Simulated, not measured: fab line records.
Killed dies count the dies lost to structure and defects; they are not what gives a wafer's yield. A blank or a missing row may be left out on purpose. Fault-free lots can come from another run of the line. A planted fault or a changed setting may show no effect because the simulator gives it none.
Which tool was responsible? -- flow rit_cmos -- 39 wafers from 13 lots sampled at 2 of the route's 202 steps

== WHAT EACH GAUGE READ, for each wafer ==
No reading from a measuring or inspecting step in the record can be judged against a usual standard deviation.

== WHAT TOOL EACH LOT RAN ON (gives the tool, then ch and the chambers of the sampled wafers, and finally the start) ==
lot,RIT_GATE_DEVELOP_15,RIT_M1_PROBE_99
L508,"litho_track-02 ch 0, day 2 16:00","prober-01, day 3 12:49"
L509,"litho_track-02 ch 0, day 2 19:00","prober-02, day 3 15:34"
L510,"litho_track-03 ch 0, day 2 22:00","prober-01, day 3 20:54"
L511,"litho_track-02 ch 0, day 3 06:00","prober-01, day 4 04:39"
L512,"litho_track-02 ch 0, day 3 09:00","prober-02, day 4 06:49"
L513,"litho_track-04 ch 0, day 3 20:00","prober-01, day 4 17:17"
L514,"litho_track-03 ch 0, day 3 22:00","prober-02, day 4 19:04"
L517,"litho_track-02 ch 0, day 4 13:00","prober-01, day 5 11:03"
L522,"litho_track-04 ch 0, day 5 13:00","prober-02, day 6 20:14"
L523,"litho_track-04 ch 0, day 5 16:00","prober-01, day 6 20:38"
L527,"litho_track-03 ch 0, day 6 16:00","prober-01, day 7 13:28"
L528,"litho_track-02 ch 0, day 6 20:00","prober-02, day 7 18:59"
L531,"litho_track-03 ch 0, day 7 13:00","prober-01, day 8 09:56"
- RIT_GATE_DEVELOP_15: develop time 50 s.
- RIT_M1_PROBE_99

== AS READ BY THE TOOLS THEMSELVES (means over the sampled wafers that have a number; for cases with no such wafer, the mark the record gives instead) ==
RIT_M1_PROBE_99. Usual: killed_at_contacts 0.0, standard deviation 0.2; killed_at_front_end 6.6, standard deviation 2.9; killed_dies 6.6, standard deviation 3; killed_on_rim 1.7, standard deviation 1.4; killed_open 3.4, standard deviation 2; killed_short 3.2, standard deviation 2.
lot,tool,killed_at_contacts,killed_at_front_end,killed_dies,killed_on_rim,killed_open,killed_short,flag
L508,prober-01,0.0,6.0,6.0,1.3,2.3,3.7,
L509,prober-02,0.3,9.3,9.7,3.0,6.0,3.7,
L510,prober-01,0.0,10.3,10.3,2.0,6.0,4.3,
L511,prober-01,0.0,8.0,8.0,1.7,3.3,4.7,
L512,prober-02,0.0,6.7,6.7,1.7,3.3,3.3,
L513,prober-01,0.0,8.0,8.0,1.3,4.0,4.0,
L514,prober-02,0.3,5.0,5.3,1.3,2.0,3.3,
L517,prober-01,0.0,6.3,6.3,1.3,3.7,2.7,
L522,prober-02,0.0,264.0,264.0,70.0,3.3,1.7,OFF
L523,prober-01,0.0,264.0,264.0,70.0,2.3,5.0,OFF
L527,prober-01,0.0,6.0,6.0,1.0,3.3,2.7,
L528,prober-02,0.0,7.7,7.7,3.0,4.7,3.0,
L531,prober-01,0.0,7.0,7.0,1.7,2.7,4.3,

== THE ANSWER, worked out from the rows above alone ==
Rule: lot off if the mean of its wafers having a number is beyond 3 standard deviations from the usual mean. A lot without any number at a reading at which 4 lots or more have one is off too. Any other lot the step has rows for is counted as sound. After the gauges, taken in route order, come the tools' own readings; for these a lot's mean is taken, as printed above. At the first step where some lot is off, the reading lying furthest off is the one used; lots without a number count as furthest.
Off, at RIT_M1_PROBE_99 on killed_at_front_end: L522, L523.
If a tool, at that step or one of the process steps before it, ran each lot that is off and ran no sound lot following the first of them, it fits. One candidate fits, namely litho_track-04 at RIT_GATE_DEVELOP_15. A fault onset in the window from L513 (day 3 20:00, its last sound lot) to L522 (day 5 13:00, its first lot off) fits.

== WHAT WAS PUT IN BY THE SIMULATOR ==
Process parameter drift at RIT_GATE_DEVELOP_15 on litho_track-04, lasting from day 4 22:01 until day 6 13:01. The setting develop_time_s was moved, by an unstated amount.
Struck lots among those shown: L522, L523. The rule above reached the same finding.
